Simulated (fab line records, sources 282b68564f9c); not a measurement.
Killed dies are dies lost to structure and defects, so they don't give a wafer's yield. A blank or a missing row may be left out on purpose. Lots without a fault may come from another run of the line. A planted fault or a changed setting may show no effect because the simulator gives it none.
Tool commonality check | flow rit_cmos | 15 lots, 45 wafers sampled

WHY IT WAS OPENED
At RIT_NLDD_TW_MEAS_10 the reading NLDD_TW is flagged on 3 of 15 lots. Wafers without a fault read 2508, standard deviation 13.
Rule: a lot is flagged when every wafer of it that has a number lies more than 4 standard deviations from that mean, or none has a number. The other lots count as sound.

lot  | measured    | on            | NLDD_TW, wafer by wafer | flag
L118 | day 3 03:55 | film_metro-03 | 2487 2502 2509          |
L120 | day 3 13:31 | film_metro-02 | 2511 2505 2516          |
L123 | day 4 00:39 | film_metro-03 | 2485 2507 2491          |
L124 | day 4 08:50 | film_metro-02 | 2507 2514 2512          |
L125 | day 4 10:52 | film_metro-02 | 2511 2523 2518          |
L126 | day 4 17:27 | film_metro-02 | 2510 2516 2519          |
L127 | day 5 00:57 | film_metro-01 | 2521 2535 2532          |
L128 | day 5 01:39 | film_metro-02 | 2530 2514 2507          |
L130 | day 5 10:43 | film_metro-02 | 2499 2517 2496          |
L133 | day 6 02:39 | film_metro-03 | 2666 2673 2678          | FLAGGED
L134 | day 6 06:48 | film_metro-02 | 2505 2513 2520          |
L135 | day 6 12:15 | film_metro-02 | 2528 2512 2522          |
L136 | day 6 18:23 | film_metro-03 | 2681 2667 2661          | FLAGGED
L139 | day 7 10:27 | film_metro-01 | 2684 2685 2697          | FLAGGED
L140 | day 7 18:16 | film_metro-02 | 2515 2488 2490          |
The numbers of the flagged lots are 2677 on average: +169 against the usual, or +13 standard deviations.

WHICH TOOL RAN EACH LOT
The record holds 3 process steps before the reading, out of a route of 202 steps. In each cell: the tool, then ch and the chambers that the sampled wafers went through, then the start.
lot  | flag    | RIT_PWELL_STRIP_09                  | RIT_PRETRO_STRIP_09                 | RIT_NLDD_IMPLANT_08
L118 |         | plasma_asher-03 ch 0,1, day 2 05:01 | plasma_asher-01 ch 0,1, day 2 13:26 | implanter-04 ch 0, day 3 03:37
L120 |         | plasma_asher-02 ch 0, day 2 15:54   | plasma_asher-02 ch 0,1, day 3 00:52 | implanter-04 ch 0, day 3 13:13
L123 |         | plasma_asher-04 ch 0,1, day 3 05:44 | plasma_asher-01 ch 0,1, day 3 14:11 | implanter-04 ch 0, day 4 00:19
L124 |         | plasma_asher-04 ch 0,1, day 3 11:19 | plasma_asher-04 ch 0,1, day 3 19:58 | implanter-04 ch 0, day 4 08:31
L125 |         | plasma_asher-03 ch 0,1, day 3 14:56 | plasma_asher-01 ch 0,1, day 3 23:58 | implanter-03 ch 0, day 4 10:35
L126 |         | plasma_asher-02 ch 0,1, day 3 19:28 | plasma_asher-02 ch 0,1, day 4 04:56 | implanter-02 ch 0, day 4 17:10
L127 |         | plasma_asher-04 ch 0,1, day 4 06:08 | plasma_asher-04 ch 0,1, day 4 14:52 | implanter-04 ch 0, day 5 00:38
L128 |         | plasma_asher-02 ch 0,1, day 4 07:02 | plasma_asher-02 ch 0,1, day 4 15:35 | implanter-03 ch 0, day 5 01:20
L130 |         | plasma_asher-03 ch 0,1, day 4 15:42 | plasma_asher-04 ch 0,1, day 5 00:19 | implanter-04 ch 0, day 5 10:26
L133 | FLAGGED | plasma_asher-03 ch 0,1, day 5 07:41 | plasma_asher-02 ch 0,1, day 5 16:22 | implanter-03 ch 0, day 6 02:20
L134 |         | plasma_asher-04 ch 0,1, day 5 11:19 | plasma_asher-01 ch 0,1, day 5 19:59 | implanter-04 ch 0, day 6 06:29
L135 |         | plasma_asher-02 ch 0,1, day 5 16:33 | plasma_asher-01 ch 0,1, day 6 01:13 | implanter-04 ch 0, day 6 11:56
L136 | FLAGGED | plasma_asher-03 ch 0,1, day 5 21:55 | plasma_asher-01 ch 0, day 6 06:29   | implanter-03 ch 0, day 6 18:03
L139 | FLAGGED | plasma_asher-03 ch 0,1, day 6 13:28 | plasma_asher-01 ch 0,1, day 6 22:01 | implanter-03 ch 0, day 7 10:07
L140 |         | plasma_asher-02 ch 0,1, day 6 19:30 | plasma_asher-02 ch 0,1, day 7 04:35 | implanter-04 ch 0, day 7 17:58
What these steps do:
- RIT_PWELL_STRIP_09: strips in O2, time 180 s.
- RIT_PRETRO_STRIP_09: strips in O2, time 180 s.
- RIT_NLDD_IMPLANT_08
- RIT_NLDD_TW_MEAS_10

FLAGGED OVER TOTAL, TOOL BY TOOL (the gauges that took the reading come last)
step                | tool            | lots run | flagged | share of the flagged lots | sound lots run after its first flagged lot
RIT_PWELL_STRIP_09  | plasma_asher-02 | 5        | 0       | none                      | -
RIT_PWELL_STRIP_09  | plasma_asher-03 | 6        | 3       | all                       | 0
RIT_PWELL_STRIP_09  | plasma_asher-04 | 4        | 0       | none                      | -
RIT_PRETRO_STRIP_09 | plasma_asher-01 | 7        | 2       | some                      | 0
RIT_PRETRO_STRIP_09 | plasma_asher-02 | 5        | 1       | some                      | 1 (L140)
RIT_PRETRO_STRIP_09 | plasma_asher-04 | 3        | 0       | none                      | -
RIT_NLDD_IMPLANT_08 | implanter-02    | 1        | 0       | none                      | -
RIT_NLDD_IMPLANT_08 | implanter-03    | 5        | 3       | all                       | 0
RIT_NLDD_IMPLANT_08 | implanter-04    | 9        | 0       | none                      | -
RIT_NLDD_TW_MEAS_10 | film_metro-01   | 2        | 1       | some                      | 0
RIT_NLDD_TW_MEAS_10 | film_metro-02   | 9        | 0       | none                      | -
RIT_NLDD_TW_MEAS_10 | film_metro-03   | 4        | 2       | some                      | 0

WHAT THE TABLE ALLOWS
2 rows of the table ran every flagged lot: plasma_asher-03 at RIT_PWELL_STRIP_09, implanter-03 at RIT_NLDD_IMPLANT_08.
- plasma_asher-03 at RIT_PWELL_STRIP_09: 3 of its 6 lots flagged. Its last sound lot is L130 (day 4 15:42), its first flagged lot L133 (day 5 07:41): a fault that began between those two fits.
- implanter-03 at RIT_NLDD_IMPLANT_08: 3 of its 5 lots flagged. Its last sound lot is L128 (day 5 01:20), its first flagged lot L133 (day 6 02:20): a fault that began between those two fits. Its own readings lie more than 4 standard deviations out on every wafer of the flagged lots: dose_ions_cm2, faraday_current_uA.
Counting lots can't tell these 2 tools apart, because each fits a fault that began at some hour. More lots, or a look at what each step does to the wafer, might.

WHAT THE SIMULATOR HAD PUT IN
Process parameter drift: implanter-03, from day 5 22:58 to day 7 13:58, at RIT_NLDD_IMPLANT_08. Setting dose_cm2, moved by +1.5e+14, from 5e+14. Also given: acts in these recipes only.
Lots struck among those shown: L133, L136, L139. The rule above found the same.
